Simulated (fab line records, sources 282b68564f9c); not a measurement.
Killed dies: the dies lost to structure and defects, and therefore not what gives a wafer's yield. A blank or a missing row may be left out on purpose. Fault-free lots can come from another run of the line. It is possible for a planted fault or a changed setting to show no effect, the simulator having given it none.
Check for tools in common / flow rit cmos / Sampled: 14 lots, 42 wafers

## THE REASON FOR OPENING IT
At RIT_ACTIVE_THK_MEAS_02 the reading ACTIVE_OXIDE_THK is flagged on 2 of 14 lots. Fault-free wafers read 46.7 nm, with a standard deviation of 1.3.
Rule: a lot gets a flag if all its wafers with a number sit over 4 standard deviations from that mean, or if no wafer of it has a number. As for the other lots, they are considered sound.

lot=L706; measured=day 1 12:03; on=film metro-01; ACTIVE_OXIDE_THK (nm), wafer by wafer=46.2 45.7 46.3; flag=
lot=L708; measured=day 1 22:05; on=film metro-04; ACTIVE_OXIDE_THK (nm), wafer by wafer=46.0 46.3 46.6; flag=
lot=L709; measured=day 2 03:03; on=film metro-02; ACTIVE_OXIDE_THK (nm), wafer by wafer=43.7 44.4 44.8; flag=
lot=L710; measured=day 2 09:08; on=film metro-02; ACTIVE_OXIDE_THK (nm), wafer by wafer=46.4 47.6 47.1; flag=
lot=L712; measured=day 2 18:20; on=film metro-04; ACTIVE_OXIDE_THK (nm), wafer by wafer=44.6 44.0 44.2; flag=
lot=L713; measured=day 3 00:10; on=film metro-02; ACTIVE_OXIDE_THK (nm), wafer by wafer=47.1 47.7 46.9; flag=
lot=L714; measured=day 3 04:04; on=film metro-02; ACTIVE_OXIDE_THK (nm), wafer by wafer=48.0 49.5 48.4; flag=
lot=L716; measured=day 3 15:25; on=film metro-02; ACTIVE_OXIDE_THK (nm), wafer by wafer=47.0 46.9 46.6; flag=
lot=L722; measured=day 4 21:44; on=film metro-04; ACTIVE_OXIDE_THK (nm), wafer by wafer=53.6 53.6 53.5; flag=FLAGGED
lot=L723; measured=day 5 01:15; on=film metro-01; ACTIVE_OXIDE_THK (nm), wafer by wafer=47.7 48.8 47.7; flag=
lot=L724; measured=day 5 07:18; on=film metro-04; ACTIVE_OXIDE_THK (nm), wafer by wafer=53.3 52.9 53.2; flag=FLAGGED
lot=L727; measured=day 5 21:10; on=film metro-01; ACTIVE_OXIDE_THK (nm), wafer by wafer=46.4 47.2 47.4; flag=
lot=L728; measured=day 6 03:10; on=film metro-01; ACTIVE_OXIDE_THK (nm), wafer by wafer=47.1 47.1 47.2; flag=
lot=L729; measured=day 6 07:38; on=film metro-01; ACTIVE_OXIDE_THK (nm), wafer by wafer=46.0 46.6 46.0; flag=
Average over the flagged lots: 53.4 nm; offset from the usual +6.6 nm, equal to +5 standard deviations.

## LOT BY LOT: THE TOOL USED
The record keeps 1 process step preceding the reading, out of 202 steps on the route. Cell contents, in order: the tool; ch with the chambers the sampled wafers went through; the start.
lot=L706; flag=; RIT_ACTIVE_OXIDATION_01=furnace-01 ch 0, day 1 10:07
lot=L708; flag=; RIT_ACTIVE_OXIDATION_01=furnace-01 ch 0, day 1 20:08
lot=L709; flag=; RIT_ACTIVE_OXIDATION_01=furnace-04 ch 0, day 2 01:07
lot=L710; flag=; RIT_ACTIVE_OXIDATION_01=furnace-01 ch 0, day 2 07:11
lot=L712; flag=; RIT_ACTIVE_OXIDATION_01=furnace-04 ch 0, day 2 16:24
lot=L713; flag=; RIT_ACTIVE_OXIDATION_01=furnace-03 ch 0, day 2 22:14
lot=L714; flag=; RIT_ACTIVE_OXIDATION_01=furnace-03 ch 0, day 3 02:07
lot=L716; flag=; RIT_ACTIVE_OXIDATION_01=furnace-01 ch 0, day 3 13:28
lot=L722; flag=FLAGGED; RIT_ACTIVE_OXIDATION_01=furnace-01 ch 0, day 4 19:49
lot=L723; flag=; RIT_ACTIVE_OXIDATION_01=furnace-04 ch 0, day 4 23:17
lot=L724; flag=FLAGGED; RIT_ACTIVE_OXIDATION_01=furnace-01 ch 0, day 5 05:21
lot=L727; flag=; RIT_ACTIVE_OXIDATION_01=furnace-03 ch 0, day 5 19:13
lot=L728; flag=; RIT_ACTIVE_OXIDATION_01=furnace-04 ch 0, day 6 01:14
lot=L729; flag=; RIT_ACTIVE_OXIDATION_01=furnace-04 ch 0, day 6 05:43
What the steps here do:
- RIT_ACTIVE_OXIDATION_01: target thk 46.8 nm, ox time 3360 s.
- RIT_ACTIVE_THK_MEAS_02

## FLAGGED AGAINST TOTAL, ONE TOOL AT A TIME (gauges that did the reading follow at the end)
step=RIT_ACTIVE_OXIDATION_01; tool=furnace-01; lots run=6; flagged=2; share of the flagged lots=all; sound lots run after its first flagged lot=0
step=RIT_ACTIVE_OXIDATION_01; tool=furnace-03; lots run=3; flagged=0; share of the flagged lots=none; sound lots run after its first flagged lot=-
step=RIT_ACTIVE_OXIDATION_01; tool=furnace-04; lots run=5; flagged=0; share of the flagged lots=none; sound lots run after its first flagged lot=-
step=RIT_ACTIVE_THK_MEAS_02; tool=film metro-01; lots run=5; flagged=0; share of the flagged lots=none; sound lots run after its first flagged lot=-
step=RIT_ACTIVE_THK_MEAS_02; tool=film metro-02; lots run=5; flagged=0; share of the flagged lots=none; sound lots run after its first flagged lot=-
step=RIT_ACTIVE_THK_MEAS_02; tool=film metro-04; lots run=4; flagged=2; share of the flagged lots=all; sound lots run after its first flagged lot=0

## WHAT IS ALLOWED BY THE TABLE
furnace-01 at RIT_ACTIVE_OXIDATION_01 and film metro-04 at RIT_ACTIVE_THK_MEAS_02 are the 2 rows of the table that ran each flagged lot.
- furnace-01 at RIT_ACTIVE_OXIDATION_01: 2 of its 6 lots flagged. A fault beginning between L716 (day 3 13:28), its last sound lot, and L722 (day 4 19:49), its first flagged one, fits the data. Its own readings lie more than 4 standard deviations out on every wafer of the flagged lots: spike tc centre C.
- film metro-04 at RIT_ACTIVE_THK_MEAS_02: 2 of its 4 lots flagged. A fault beginning between L712 (day 2 18:20), its last sound lot, and L722 (day 4 21:44), its first flagged one, fits the data.
A lot count leaves these 2 tools indistinguishable: every one of them fits a fault beginning at some hour. More lots, or a look at what each step does to the wafer, might.

## WHAT HAD BEEN PUT IN BY THE SIMULATOR
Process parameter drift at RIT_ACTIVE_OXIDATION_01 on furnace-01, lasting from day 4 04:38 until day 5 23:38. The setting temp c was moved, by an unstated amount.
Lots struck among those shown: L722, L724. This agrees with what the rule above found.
